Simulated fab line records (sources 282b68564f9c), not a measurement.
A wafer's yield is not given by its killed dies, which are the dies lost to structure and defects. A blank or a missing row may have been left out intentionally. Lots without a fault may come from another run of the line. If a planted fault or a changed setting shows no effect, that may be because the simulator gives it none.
Which tool did it?    flow ritCmos    45 wafers from 15 lots sampled at 2 of the route's 202 steps

WHAT EACH GAUGE READ, for each wafer
The record holds no reading of a measuring or inspecting step that can be judged against a usual standard deviation.

WHICH TOOL RAN EACH LOT (tool, then ch and the chambers of the sampled wafers, then the start)
lot   RIT_M1_SOFTBAKE_05               RIT_M1_PROBE_99
L411  lithoTrack-04 ch 0, day 3 10:04  prober-01, day 3 13:25
L412  lithoTrack-01 ch 0, day 3 14:49  prober-02, day 3 18:04
L413  lithoTrack-01 ch 0, day 3 19:55  prober-01, day 3 23:24
L415  lithoTrack-04 ch 0, day 4 09:46  prober-01, day 4 13:15
L416  lithoTrack-01 ch 0, day 4 12:00  prober-02, day 4 15:22
L418  lithoTrack-04 ch 0, day 4 21:38  prober-02, day 5 01:04
L420  lithoTrack-04 ch 0, day 5 09:28  prober-02, day 5 12:45
L421  lithoTrack-04 ch 0, day 5 14:46  prober-01, day 5 18:11
L422  lithoTrack-04 ch 0, day 5 20:11  prober-02, day 5 23:38
L424  lithoTrack-02 ch 0, day 6 08:54  prober-02, day 6 12:10
L428  lithoTrack-02 ch 0, day 7 07:52  prober-01, day 7 11:08
L427  lithoTrack-01 ch 0, day 7 09:47  prober-02, day 7 13:25
L430  lithoTrack-02 ch 0, day 8 01:47  prober-02, day 8 05:03
L432  lithoTrack-01 ch 0, day 8 13:42  prober-02, day 8 17:07
L434  lithoTrack-01 ch 0, day 8 19:47  prober-01, day 8 23:03
- RIT_M1_SOFTBAKE_05: time 60 s.
- RIT_M1_PROBE_99

AS READ BY THE TOOLS THEMSELVES (means over the sampled wafers that have a number; for cases with no such wafer, the mark the record gives instead)
RIT_M1_SOFTBAKE_05.
lot   tool           heaterPowerTotalW (W)  plateTempC (C)
L411  lithoTrack-04  34.55                  90.02
L412  lithoTrack-01  34.52                  89.89
L413  lithoTrack-01  34.52                  90.04
L415  lithoTrack-04  34.59                  89.92
L416  lithoTrack-01  34.56                  90.03
L418  lithoTrack-04  34.55                  89.98
L420  lithoTrack-04  37.66                  95.72
L421  lithoTrack-04  37.64                  95.73
L422  lithoTrack-04  37.67                  95.75
L424  lithoTrack-02  34.57                  89.94
L428  lithoTrack-02  34.55                  89.91
L427  lithoTrack-01  34.57                  90.14
L430  lithoTrack-02  34.58                  89.80
L432  lithoTrack-01  34.57                  90.01
L434  lithoTrack-01  34.58                  89.94

RIT_M1_PROBE_99.
lot   tool       defectLimitedYield (%)  killed_at_M0_to_M3  killedAtContacts  killedAtFrontEnd  killedDies  killedOpen  killedShort  sort_bin_3_pad_short (%)  sort_bin_5_function (%)  sort_bin_6_memory (%)  sortNPass  sortYieldPct (%)
L411  prober-01  98.2                    0.0                 0.0               5                 5           2.0         2.7          0.1                       1.0                      0.6                    259        98.2
L412  prober-02  97.4                    0.0                 0.0               7                 7           3.0         4.0          0.0                       1.6                      1.0                    257        97.4
L413  prober-01  96.8                    0.0                 0.0               8                 8           5.7         2.7          0.1                       1.8                      1.3                    256        96.8
L415  prober-01  96.9                    0.0                 0.0               8                 8           4.3         3.7          0.1                       2.3                      0.6                    256        96.9
L416  prober-02  96.8                    0.0                 0.0               8                 8           2.3         6.0          0.3                       2.2                      0.7                    256        96.8
L418  prober-02  97.3                    0.0                 0.0               7                 7           4.0         3.0          0.1                       1.4                      1.1                    257        97.3
L420  prober-02  97.1                    0.3                 0.0               7                 8           3.0         4.7          0.1                       1.4                      1.4                    256        97.1
L421  prober-01  96.2                    0.0                 0.0               10                10          5.3         4.7          0.1                       2.4                      1.3                    254        96.2
L422  prober-02  96.9                    0.0                 0.0               8                 8           4.0         4.0          0.0                       2.2                      0.9                    256        96.9
L424  prober-02  98.9                    0.0                 0.0               3                 3           1.7         1.3          0.0                       0.7                      0.5                    261        98.9
L428  prober-01  96.6                    0.0                 0.0               9                 9           4.0         5.0          0.1                       2.1                      1.2                    255        96.6
L427  prober-02  97.7                    0.0                 0.3               6                 6           2.3         3.7          0.1                       1.5                      0.6                    258        97.7
L430  prober-02  97.1                    0.0                 0.0               8                 8           4.3         3.3          0.4                       1.9                      0.6                    256        97.1
L432  prober-02  98.4                    0.0                 0.0               4                 4           2.7         1.7          0.0                       0.6                      1.0                    260        98.4
L434  prober-01  96.0                    0.0                 0.0               11                11          5.3         5.3          0.5                       2.0                      1.5                    253        96.0

THE ANSWER, worked out from the rows above alone
Rule: the usual values come from the lots themselves. Put in order of their means at a reading, lots are off if they are a third of the lots or fewer, leave a main group of 4 or more, and stand apart from it by a gap of 3 or more times the standard deviation of the main group's means; of several such gaps the widest counts. The tables above print the reading to a certain number of digits; a main group whose means all agree to those digits is not used. Also off: a lot with no number at a reading for which 4 or more lots have one. Where the step has rows for the other lots, those lots are counted as sound. Order of review: gauges by route order, followed by the tools' own readings, for which a lot's mean as printed above is used. At the first step where some lot is off, the reading lying furthest off is the one used; lots without a number count as furthest.
Off at RIT_M1_SOFTBAKE_05 (heaterPowerTotalW): L420, L421, L422. Mean 34.56 W and standard deviation 0.021 in the main group.
A tool fits if, at that step or a process step before it, it ran every lot that is off, and no sound lot after the first of them. One candidate fits, namely lithoTrack-04 at RIT_M1_SOFTBAKE_05. Its last sound lot is L418 (day 4 21:38), its first lot that is off L420 (day 5 09:28): a fault that began between those two fits.
The tool's own readings at RIT_M1_SOFTBAKE_05 bear it out: on the lots that are off they differ by more than 5 times the standard deviation of the sound lots' means. heaterPowerTotalW reads 37.66 W there against 34.56 W on the sound lots; plateTempC reads 95.73 C there against 89.97 C on the sound lots.

WHAT THE SIMULATOR HAD PUT IN
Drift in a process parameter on lithoTrack-04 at RIT_M1_SOFTBAKE_05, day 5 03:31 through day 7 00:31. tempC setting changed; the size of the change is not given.
Shown lots that were struck: L420, L421, L422. The same result came from the rule above.
